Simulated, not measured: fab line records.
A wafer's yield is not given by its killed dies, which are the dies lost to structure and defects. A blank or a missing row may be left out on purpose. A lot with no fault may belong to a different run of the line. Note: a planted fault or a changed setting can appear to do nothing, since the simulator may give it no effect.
A struck lot beside a sound one -- flow rit-cmos -- 21 out of 202 route steps
Sound: the wafers L726.1, L726.3, L726.4. The struck wafers were L729.2, L729.3, L729.5. The cause is given at the end.
Each step with rows lists, per side, the tool, then ch with its chambers, then its first start. Under that, the readings that differ: sound wafers -- struck wafers -- difference of the means -- sigmas: that difference in standard deviations of wafers without a fault.
alike: same words and numbers on both sides, and readings whose means sit less than 2 such deviations apart. not compared: any withheld reading, any reading some wafer has no value for, any bound like >300 that may hide the same value, and any number with overlapping values for which the record gives no deviation.
Wherever a step has rows on one side only, a row that says differs or no value, or a row with sigmas, the two part there. Non-overlapping numbers with no deviation appear without sigmas and do not part them. Lack of a reading on every wafer of one side parts them only where that side has two or more wafers.

first, 3 steps without rows for these wafers: RIT_GATE_CLEAN_02 (cleans in dHF, time 30 s); RIT_GATE_CLEAN_03 (cleans in SC2, time 600 s); RIT_GATE_CLEAN_04 (cleans in dHF, time 60 s).
RIT_FOX2_THK_MEAS_91:
  sound: film-metro-02 at day 2 13:52; struck: film-metro-04 at day 3 05:31
  alike: FIELD_OXIDE_LEFT_2_THK
then, 2 steps without rows for these wafers: RIT_GATE_OXIDATION_05 (target thk 3 nm, ox time 270 s); RIT_GATE_ANNEAL_06 (time 600 s).
RIT_GATE_THK_MEAS_07:
  sound: film-metro-04 at day 2 16:41; struck: film-metro-02 at day 3 07:04
  alike: GATE_OXIDE_THK
then, 1 step without rows for these wafers: RIT_GATE_CVD_08 (deposits poly-Si from SiH4, target thk 250 nm, time 2220 s).
RIT_GATE_THK_MEAS_09:
  sound: film-metro-01 at day 2 18:22; struck: film-metro-01 at day 3 08:44
  alike: GATE_POLY_THK
then, 3 steps without rows for these wafers: RIT_GATE_HMDS_10 (prime time 60 s); RIT_GATE_COAT_11 (resist thk 850 nm); RIT_GATE_SOFTBAKE_12 (time 60 s).
RIT_GATE_EXPOSE_13: exposes mask M6, target cd 150 nm.
  sound on iline-stepper-02 ch 0, day 2 18:53; struck on iline-stepper-02 ch 0, day 3 09:23
reading,sound,struck,difference,sigmas
mask,M6#0 M6#0 M6#0,M6_R1#0 M6_R1#0 M6_R1#0,differs,
then, 2 steps without rows for these wafers: RIT_GATE_PEB_14; RIT_GATE_DEVELOP_15 (develop time 50 s).
RIT_GATE_CD_MEAS_16 targets a cd of 150 nm.
  sound: cd-sem-01 at day 2 19:17; struck: cd-sem-01 at day 3 09:48
reading,sound,struck,difference,sigmas
cd-nm (nm),145.5 145.5 148.1,139.5 136.7 141.3,-7.2,-3
RIT_GATE_OVL_MEAS_17:
  sound: overlay-01 at day 2 19:24; struck: overlay-01 at day 3 09:55
  alike: GATE_OVL
then, 1 step without rows for these wafers: RIT_GATE_HARDBAKE_18 (time 60 s).
RIT_GATE_ETCH_19: etches poly-Si in SF6/CHF3/O2, stops on SiO2, time 165 s, target depth 312.5 nm.
  sound on rie-si-01 ch 0,1,3, day 2 19:35; struck on rie-si-02 ch 1,2,3, day 3 10:05
reading,sound,struck,difference,sigmas
model.GATE.cd-nm (nm),145.1 145.7 148.2,139.4 137 140.9,-7.2,
  alike: drypump-motor-current-A, he-backside-leak-sccm, oes-product-au, rf-fwd-power-W, throttle-valve-pct
  not compared: rf-hours-counter-h
RIT_GATE_STRIP_20: strips in O2, time 180 s.
  sound on plasma-asher-03 ch 0,1, day 2 19:41; struck on plasma-asher-03 ch 0,1, day 3 10:12
  alike: drypump-motor-current-A
  not compared: rf-hours-counter-h
RIT_M1_PROBE_99:
  sound: prober-02 at day 3 16:35; struck: prober-01 at day 4 06:38
reading,sound,struck,difference,sigmas
model.etest.pmos_0p3.r-on-ohm-um,6353 6380 6314,6194 6212 6021,-207,
model.etest.pmos-turned.r-on-ohm-um,3529 3449 3506,3336 3343 3268,-179,
model.etest.pmos_0p15.r-on-ohm-um,2763 2756 2778,2596 2562 2558,-194,
model.etest.nmos_0p15.r-on-ohm-um,1122 1128 1138,1041 1037 1046,-88,
model.etest.nmos_0p3.r-on-ohm-um,2193 2197 2190,2072 2093 2039,-125,
model.etest.nmos_0p15.drive-ua-um,479.5 470.3 465.3,509.9 519.3 511.5,+41.9,
model.etest.pmos_0p15.drive-ua-um,257.5 254.2 251.7,274.6 275.2 278.7,+21.7,
model.etest.npoly-line.line-ohm-um,179.4 174.9 172.2,190.4 195.6 190,+16.5,
  alike: killed-at-front-end, killed-dies, killed-open, killed-short

== WHERE THEY PART ==
Earliest at RIT_GATE_EXPOSE_13; latest, in this record, at RIT_GATE_CD_MEAS_16. Later steps at which nothing parts them and some readings are alike: RIT_GATE_OVL_MEAS_17, RIT_GATE_ETCH_19, RIT_GATE_STRIP_20, RIT_M1_PROBE_99.

WHY: what had been put in by the simulator
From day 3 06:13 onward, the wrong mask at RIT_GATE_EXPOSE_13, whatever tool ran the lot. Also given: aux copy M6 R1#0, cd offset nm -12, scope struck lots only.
